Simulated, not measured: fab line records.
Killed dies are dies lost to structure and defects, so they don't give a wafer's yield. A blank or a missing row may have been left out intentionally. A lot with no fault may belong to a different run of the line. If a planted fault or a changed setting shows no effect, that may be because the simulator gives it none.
fab line records -- flow berkeleyCmos170
record lots=14, wafers=42, lastDay=11
route steps=331 shown M1@246
lots untouched by any fault: they come from a run of this same line in which no faults occurred
startH: hours from the record's first day to the start of the lot's first wafer shown -- waitH: time in hours since the lot's previous step -- " unchanged from the row above -- L1.1+2: a single row standing in for several wafers -- - no value present, or no start provided -- * or withheld: withheld -- < > ~ a bound
route shown NAME@n: NAME is a module with steps in the file, n the number in the route of the first one -- usual: the fault-free wafers' mean and standard deviation -- same: alike in all rows -- chamber/n: place in a boat -- sites: readings site by site -- _std_site: the standard deviation of these -- _edge_site: the outer-site mean with the inner-site mean subtracted -- radiusMm: how far each site lies from the wafer's centre -- mask NAME#n: copy n -- behind: tool/chamber where the wafer was last shaped -- hold: reason for holding the lot/hours on hold/outcome of the hold -- device: whichever transistor did not switch (one of n, p or np) -- end of line: the tests these same wafers got at the end of their route -- a step with no rows: only its recipe -- killed: count of dies lost to structure and defects at first sort (not the wafer's yield) -- map: a wafer's dies, x killed, . not, _ none there
set.NAME: the setting as run; set.NAME@STEP: as run at that earlier step -- model.NAME: the simulator's own value behind a step, which no gauge read
a sample of lots followed through the steps of the route, with each step as a table and each wafer as a row
## steps
# step UCB170_M1_DEVELOP_08
# recipe developer=TMAH, developTimeS=45, resist=KrF, devTempC=21
# usual chillPlateTempC=22.98/0.11, developTimeS=45/0, developerTempC=21.01/0.11
lot.wafer,tool,chamber,startH,waitH,chillPlateTempC,developTimeS,developerTempC
L573.1,lithoTrack-02,0,167,-,23.25,45,20.86
L573.2,lithoTrack-02,0,167,-,22.97,45,20.84
L573.6,lithoTrack-02,0,167,-,23.04,45,20.87
L575.2,lithoTrack-03,0,173,-,22.94,45,20.93
L575.3,lithoTrack-03,0,173,-,22.79,45,21.12
L575.6,lithoTrack-03,0,173,-,22.99,45,21.04
L577.2,lithoTrack-01,0,174,-,22.83,45,21.02
L577.3,lithoTrack-01,0,174,-,22.86,45,21.19
L577.4,lithoTrack-01,0,174,-,22.79,45,21.01
L574.2,lithoTrack-03,0,174,-,23.06,45,21.01
L574.4,lithoTrack-03,0,174,-,22.96,45,21.04
L574.6,lithoTrack-03,0,174,-,22.96,45,20.94
L576.1,lithoTrack-02,0,177,-,22.77,45,21.02
L576.5,lithoTrack-02,0,177,-,22.93,45,21.08
L576.6,lithoTrack-02,0,177,-,22.98,45,21.14
L580.1,lithoTrack-01,0,184,-,23.14,45,20.89
L580.5,lithoTrack-01,0,184,-,23.03,45,20.94
L580.6,lithoTrack-01,0,184,-,23.11,45,21.05
L579.2,lithoTrack-03,0,185,-,22.93,45,21.02
L579.3,lithoTrack-03,0,185,-,22.93,45,21.05
L579.4,lithoTrack-03,0,185,-,22.85,45,20.91
L578.1,lithoTrack-01,0,185,-,22.93,45,20.78
L578.4,lithoTrack-01,0,185,-,22.84,45,20.90
L578.5,lithoTrack-01,0,185,-,23.09,45,20.88
L581.1,lithoTrack-03,0,197,-,23.04,45,21.11
L581.4,lithoTrack-03,0,198,-,22.91,45,21.09
L581.6,lithoTrack-03,0,198,-,23.02,45,21.15
L582.1,lithoTrack-03,0,198,-,23.04,45,21.35
L582.4,lithoTrack-03,0,198,-,23.04,45,21.21
L582.5,lithoTrack-03,0,198,-,23.10,45,21.03
L583.1,lithoTrack-03,0,214,-,22.92,45,20.98
L583.5,lithoTrack-03,0,214,-,22.97,45,21.14
L583.6,lithoTrack-03,0,215,-,22.92,45,21.15
L585.1,lithoTrack-03,-,215,-,-,-,-
L585.2,lithoTrack-03,-,215,-,-,-,-
L585.6,lithoTrack-03,-,215,-,-,-,-
L587.1,lithoTrack-02,-,220,-,-,-,-
L587.5,lithoTrack-02,-,221,-,-,-,-
L587.6,lithoTrack-02,-,221,-,-,-,-
L590.1,lithoTrack-02,0,248,-,22.98,45,20.98
L590.2,lithoTrack-02,0,248,-,23.19,45,20.79
L590.4,lithoTrack-02,0,248,-,23.02,45,20.93
## key
firstSign step=UCB170_M1_DEVELOP_08, reading=toolRecord, direction=missing
effect none on later readings
metAt UCB170_M1_DEVELOP_08
struckLots L585,L587
laterRowsLeftOut L585.1,L585.2,L585.6,L587.1,L587.5,L587.6
sortLeftOut L585.1,L585.2,L585.6,L587.1,L587.5,L587.6
fault kind=skippedStepWhole, tool=lithoTrack-02,lithoTrack-03, chamber=-, onsetH=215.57, steps=UCB170_M1_DEVELOP_08, scope=struckLotsOnly
# sortLeftOut: the simulated sort isn't trusted on such a fault, so these wafers' sort isn't shown, and their yield isn't known
# laterRowsLeftOut: the simulator's readings of these wafers behind a module that went badly wrong aren't trusted and aren't shown, but for the sort
